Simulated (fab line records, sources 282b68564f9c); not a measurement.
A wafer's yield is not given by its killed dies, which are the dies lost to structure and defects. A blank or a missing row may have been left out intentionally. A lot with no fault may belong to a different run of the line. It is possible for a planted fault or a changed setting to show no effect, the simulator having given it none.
A struck lot beside a sound one    flow rit cmos    39 out of 202 route steps
Sound: these wafers, L295.2, L295.4, L295.6. Wafers L307.1, L307.3, L307.6 were the ones struck. Last of all comes the cause.
At each step with rows: each side's tool, then ch and its chambers, then its first start. Under that, the readings that differ: sound wafers    struck wafers    difference of the means    sigmas: that difference in standard deviations of wafers without a fault.
alike: readings with means less than 2 such deviations apart, plus words and numbers identical on both sides. not compared: withheld readings, readings lacking a value on some wafer, bounds such as >300 that could conceal the same value, and numbers that have no deviation in the record and whose values overlap.
Wherever a step has rows on one side only, a row that says differs or no value, or a row with sigmas, the two part there. Non-overlapping numbers with no deviation appear without sigmas and do not part them. A reading missing from all wafers of one side parts the sides only when that side holds two or more wafers.

first, 3 steps without rows for these wafers: RIT_GATE_EXPOSE_13 (exposes mask M6, target cd 150 nm); RIT_GATE_PEB_14; RIT_GATE_DEVELOP_15 (develop time 51.16 s).
RIT_GATE_CD_MEAS_16 targets a cd of 150 nm.
  struck on cd sem-02, day 6 16:05; sound on cd sem-02, day 3 23:37
reading     sound              struck             difference  sigmas
cd nm (nm)  146.4 144.7 146.5  150.7 151.6 151.8  +5.5        +2
RIT_GATE_OVL_MEAS_17:
  struck on overlay-01, day 6 16:13; sound on overlay-01, day 3 23:43
  alike: GATE_OVL
then, 1 step without rows for these wafers: RIT_GATE_HARDBAKE_18 (time 60 s).
RIT_GATE_ETCH_19: etches poly-Si in SF6/CHF3/O2, stops on SiO2, time 165 s, target depth 312.5 nm.
  sound on rie si-02 ch 1,3, day 3 23:54; struck on rie si-02 ch 2,3, day 6 16:24
  alike: O2_flow_sccm, drypump motor current A, oes product au, rf fwd power W, throttle valve pct
  not compared: rf hours counter h
RIT_GATE_STRIP_20: strips in O2, time 180 s.
  sound on plasma asher-01 ch 0, day 4 00:00; struck on plasma asher-02 ch 0,1, day 6 16:30
  alike: drypump motor current A
  not compared: rf hours counter h
RIT_GATE_CD_MEAS_90 targets a cd of 150 nm.
  struck on cd sem-01, day 6 16:41; sound on cd sem-01, day 4 00:12
reading     sound              struck             difference  sigmas
cd nm (nm)  146.0 144.7 146.7  150.3 151.4 151.5  +5.3        +2
then, 3 steps without rows for these wafers: RIT_REOX_CLEAN_00 (cleans in SC1, time 600 s); RIT_REOX_CLEAN_01 (cleans in dHF, time 30 s); RIT_REOX_CLEAN_02 (cleans in SC2, time 600 s).
RIT_REOX_OXIDATION_03: target thk 25.2 nm, ox time 5580 s.
  sound on furnace-01 ch 0, day 4 00:40; struck on furnace-03 ch 0, day 6 17:43
reading                                      sound              struck             difference  sigmas
spike tc centre C (C)                        903.7 904.9 903.0  912.8 914.4 913.6  +9.7        +7
spike tc load C (C)                          920.6 923.0 921.9  937.1 937.6 937.7  +15.6       +6
spike tc source C (C)                        921.0 920.4 920.3  928.0 927.1 930.3  +7.9        +3
model.SiO2_of_REOX_OXIDATION_03.thk nm (nm)  24.68 24.49 24.65  28.39 28.44 28.07  +3.69       
RIT_REOX_THK_MEAS_04:
  struck on film metro-03, day 6 20:16; sound on film metro-03, day 4 03:14
reading              sound           struck          difference  sigmas
REOX_OXIDE_THK (nm)  24.6 24.5 24.6  28.3 28.4 28.1  +3.7        +8
then, 6 steps without rows for these wafers: RIT_NLDD_HMDS_00 (prime time 60 s); RIT_NLDD_COAT_01 (resist thk 1000 nm); RIT_NLDD_SOFTBAKE_02 (time 60 s); RIT_NLDD_EXPOSE_03 (exposes mask M7, target cd 40700 nm); RIT_NLDD_PEB_04; RIT_NLDD_DEVELOP_05 (develop time 47.73 s).
RIT_NLDD_OVL_MEAS_06:
  struck on overlay-02, day 6 21:17; sound on overlay-02, day 4 04:08
  alike: NLDD_OVL
then, 2 steps without rows for these wafers: RIT_NLDD_HARDBAKE_07 (time 60 s); RIT_NLDD_IMPLANT_08.
RIT_NLDD_STRIP_09: strips in O2, time 180 s.
  sound on plasma asher-02 ch 0,1, day 4 04:33; struck on plasma asher-04 ch 0, day 6 21:51
  alike: drypump motor current A
  not compared: rf hours counter h
RIT_NLDD_TW_MEAS_10:
  struck on film metro-02, day 6 22:02; sound on film metro-01, day 4 04:44
reading  sound           struck          difference  sigmas
NLDD_TW  2519 2524 2527  2471 2464 2477  -53         -3
then, 6 steps without rows for these wafers: RIT_PLDD_HMDS_00 (prime time 60 s); RIT_PLDD_COAT_01 (resist thk 1000 nm); RIT_PLDD_SOFTBAKE_02 (time 60 s); RIT_PLDD_EXPOSE_03 (exposes mask M8, target cd 40900 nm); RIT_PLDD_PEB_04; RIT_PLDD_DEVELOP_05 (develop time 50 s).
RIT_PLDD_OVL_MEAS_06:
  struck on overlay-01, day 6 23:08; sound on overlay-01, day 4 05:46
  alike: PLDD_OVL
then, 2 steps without rows for these wafers: RIT_PLDD_HARDBAKE_07 (time 60 s); RIT_PLDD_IMPLANT_08.
RIT_PLDD_STRIP_09: strips in O2, time 180 s.
  sound on plasma asher-02 ch 0,1, day 4 06:05; struck on plasma asher-02 ch 0,1, day 6 23:28
  alike: drypump motor current A
  not compared: rf hours counter h
RIT_PLDD_TW_MEAS_10:
  struck on film metro-04, day 6 23:38; sound on film metro-04, day 4 06:17
  alike: PLDD_TW
RIT_SPACER_CLEAN_00: cleans in SC1, time 600 s.
  sound on wet bench-04 ch 2, day 4 06:20; struck on wet bench-04 ch 2, day 6 23:42
reading                                      sound             struck             difference  sigmas
model.SiO2_of_REOX_OXIDATION_03.thk nm (nm)  22.77 22.6 22.75  26.24 26.29 25.95  +3.45       
  alike: bath guard temp C
then, 1 step without rows for these wafers: RIT_SPACER_CLEAN_01 (cleans in dHF, time 30 s).
RIT_M1_PROBE_99:
  struck on prober-02, day 7 13:22; sound on prober-01, day 4 20:07
reading                              sound              struck             difference  sigmas
model.etest.pmos turned.r on ohm um  3402 3260 3352     4027 4130 4064     +736        
model.etest.pmos_0p3.r on ohm um     6204 6047 6138     6534 6632 6637     +471        
model.etest.pmos_0p15.r on ohm um    2705 2644 2689     3071 3134 3129     +432        
model.etest.pldd.rs ohm sq           509 498.4 506.2    707.4 704.8 680.8  +193.1      
model.etest.nmos_0p3.r on ohm um     2172 2110 2156     2261 2282 2301     +135        
model.etest.nmos_0p15.r on ohm um    1126 1101 1128     1241 1262 1267     +138        
model.etest.nmos turned.drive ua um  326.2 334.6 332.4  249.1 241.6 249.4  -84.4       
model.etest.nldd.rs ohm sq           373.5 369.8 372.5  448.3 445 441.4    +73.0       
  alike: killed_at_M0_to_M3, killed at contacts, killed at front end, killed dies, killed open, killed short

## WHERE THEY PART
At RIT_GATE_CD_MEAS_16 first; at RIT_NLDD_TW_MEAS_10 last (within this record only). Later steps at which nothing parts them and some readings are alike: RIT_PLDD_OVL_MEAS_06, RIT_PLDD_STRIP_09, RIT_PLDD_TW_MEAS_10, RIT_SPACER_CLEAN_00, RIT_M1_PROBE_99.

WHY: what the simulator had put in
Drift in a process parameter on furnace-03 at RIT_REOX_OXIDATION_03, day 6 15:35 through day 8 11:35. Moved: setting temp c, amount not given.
